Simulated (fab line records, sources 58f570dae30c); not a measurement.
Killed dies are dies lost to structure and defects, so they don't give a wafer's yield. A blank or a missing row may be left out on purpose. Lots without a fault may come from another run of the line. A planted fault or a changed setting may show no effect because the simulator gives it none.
Which tool did it? | flow berkeley_cmos170 | 14 lots, 42 wafers sampled, at 2 steps of a route of 331

WHAT THE GAUGES READ, wafer by wafer
The record holds no reading of a measuring or inspecting step that can be judged against a usual standard deviation.

WHICH TOOL RAN EACH LOT (tool, then ch and the chambers of the sampled wafers, then the start)
lot  | UCB170_PWELL_ETCH_14              | UCB170_PWELL_STRIP_16
L924 | rie_diel-02 ch 0,1,3, day 3 22:44 | plasma_asher-01 ch 0,1, day 3 23:01
L923 | rie_diel-03 ch 0,3, day 3 23:14   | plasma_asher-01 ch 0, day 3 23:29
L925 | rie_diel-02 ch 0,1,3, day 3 23:17 | plasma_asher-02 ch 1, day 3 23:32
L926 | rie_diel-01 ch 0,2,3, day 4 09:56 | plasma_asher-02 ch 0,1, day 4 10:11
L927 | rie_diel-02 ch 1,3, day 4 14:07   | plasma_asher-02 ch 0,1, day 4 14:22
L929 | rie_diel-03 ch 0,2,3, day 4 22:04 | plasma_asher-02 ch 0,1, day 4 22:19
L933 | rie_diel-03 ch 0,2,3, day 5 14:49 | plasma_asher-01 ch 0,1, day 5 15:06
L935 | rie_diel-02 ch 0,1,2, day 5 14:52 | plasma_asher-04 ch 0,1, day 5 15:07
L934 | rie_diel-01 ch 0,1, day 5 14:57   | plasma_asher-04 ch 0,1, day 5 15:13
L937 | rie_diel-03 ch 1,3, day 6 09:50   | plasma_asher-01 ch 0, day 6 10:05
L936 | rie_diel-01 ch 0,3, day 6 10:28   | plasma_asher-04 ch 0,1, day 6 10:46
L939 | rie_diel-03 ch 0,1,3, day 6 19:30 | plasma_asher-01 ch 0,1, day 6 19:45
L940 | rie_diel-02 ch 0,1,3, day 7 04:06 | plasma_asher-04 ch 0,1, day 7 04:21
L944 | rie_diel-02 ch 0,3, day 8 10:11   | plasma_asher-04 ch 0,1, day 8 10:26
- UCB170_PWELL_ETCH_14: etches Si3N4 in CH3F/Ar/O2, stops on SiO2, target depth 242 nm, time 151 s.
- UCB170_PWELL_STRIP_16: strips in O2.

WHAT THE TOOLS THEMSELVES READ (means of the sampled wafers that have a number; where no wafer has one, the mark that the record gives instead)
UCB170_PWELL_ETCH_14. Usual: drypump_motor_current_A 5.6 A, standard deviation 0.41; oes_product_au 0.948 a.u., standard deviation 0.015; run_length_s 179.3 s, standard deviation 0.47; throttle_valve_pct 8.05 %, standard deviation 0.12.
lot  | tool        | drypump_motor_current_A (A) | oes_product_au (a.u.) | run_length_s (s) | throttle_valve_pct (%) | flag
L924 | rie_diel-02 | 5.5                         | 0.950                 | 179.2            | 8.08                   |
L923 | rie_diel-03 | 5.8                         | 0.959                 | 179.9            | 8.14                   |
L925 | rie_diel-02 | 5.5                         | 0.955                 | 179.1            | 8.07                   |
L926 | rie_diel-01 | 5.9                         | 0.959                 | 178.9            | 7.94                   |
L927 | rie_diel-02 | 5.8                         | 0.953                 | 179.1            | 8.02                   |
L929 | rie_diel-03 | 5.5                         | 0.951                 | 179.2            | 8.03                   |
L933 | rie_diel-03 | 5.5                         | 0.951                 | 179.2            | 8.03                   |
L935 | rie_diel-02 | 5.5                         | 0.944                 | 179.5            | 8.12                   |
L934 | rie_diel-01 | 5.8                         | 1.006                 | 167.8            | 8.13                   | OFF
L937 | rie_diel-03 | 5.5                         | 0.946                 | 180.0            | 8.14                   |
L936 | rie_diel-01 | 6.0                         | 1.023                 | 168.0            | 7.92                   | OFF
L939 | rie_diel-03 | 5.7                         | 0.950                 | 179.6            | 8.12                   |
L940 | rie_diel-02 | 5.5                         | 0.946                 | 179.2            | 8.08                   |
L944 | rie_diel-02 | 5.8                         | 0.939                 | 179.1            | 8.06                   |

UCB170_PWELL_STRIP_16. Usual: drypump_motor_current_A 5.7 A, standard deviation 0.56; oes_product_au 0.721 a.u., standard deviation 0.0043; strip_time_to_endpoint_s 18.09 s, standard deviation 0.087.
lot  | tool            | drypump_motor_current_A (A) | oes_product_au (a.u.) | strip_time_to_endpoint_s (s) | flag
L924 | plasma_asher-01 | 5.3                         | 0.725                 | 18.19                        |
L923 | plasma_asher-01 | 4.8                         | 0.722                 | 18.02                        |
L925 | plasma_asher-02 | 5.5                         | 0.720                 | 18.08                        |
L926 | plasma_asher-02 | 6.2                         | 0.721                 | 18.11                        |
L927 | plasma_asher-02 | 6.2                         | 0.717                 | 18.00                        |
L929 | plasma_asher-02 | 5.8                         | 0.720                 | 18.10                        |
L933 | plasma_asher-01 | 5.7                         | 0.720                 | 18.07                        |
L935 | plasma_asher-04 | 5.7                         | 0.721                 | 18.18                        |
L934 | plasma_asher-04 | 5.5                         | 0.720                 | 18.40                        | OFF
L937 | plasma_asher-01 | 4.8                         | 0.724                 | 18.21                        |
L936 | plasma_asher-04 | 5.5                         | 0.721                 | 18.42                        | OFF
L939 | plasma_asher-01 | 5.2                         | 0.721                 | 18.14                        |
L940 | plasma_asher-04 | 5.5                         | 0.720                 | 18.13                        |
L944 | plasma_asher-04 | 5.7                         | 0.721                 | 18.13                        |

THE ANSWER, worked out from the rows above alone
Rule: a lot is off if the mean of its wafers that have a number lies more than 3 standard deviations from the usual mean. A lot without any number at a reading at which 4 lots or more have one is off too. The other lots that the step has rows for count as sound. The gauges are gone through in route order, then the tools' own readings, and for those a lot's mean is taken as printed above. The first step at which some lot is off is used, and at that step the reading that is off furthest; a lot without a number counts as furthest.
Off: L934, L936, at UCB170_PWELL_ETCH_14 (run_length_s).
A tool fits if, at that step or a process step before it, it ran every lot that is off, and no sound lot after the first of them. One fits: rie_diel-01 at UCB170_PWELL_ETCH_14. Its last sound lot is L926 (day 4 09:56), its first lot that is off L934 (day 5 14:57): a fault that began between those two fits.
The tool's own readings at UCB170_PWELL_ETCH_14 bear it out: on the lots that are off they differ by more than 5 times the standard deviation of the sound lots' means. oes_product_au reads 1.014 a.u. there against 0.950 a.u. on the sound lots; run_length_s reads 167.9 s there against 179.3 s on the sound lots.

WHAT THE SIMULATOR HAD PUT IN
Process parameter drift: rie_diel-01, from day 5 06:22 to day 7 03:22, at UCB170_PWELL_ETCH_14. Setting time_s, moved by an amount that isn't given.
Lots struck among those shown: L934, L936. The rule above found the same.
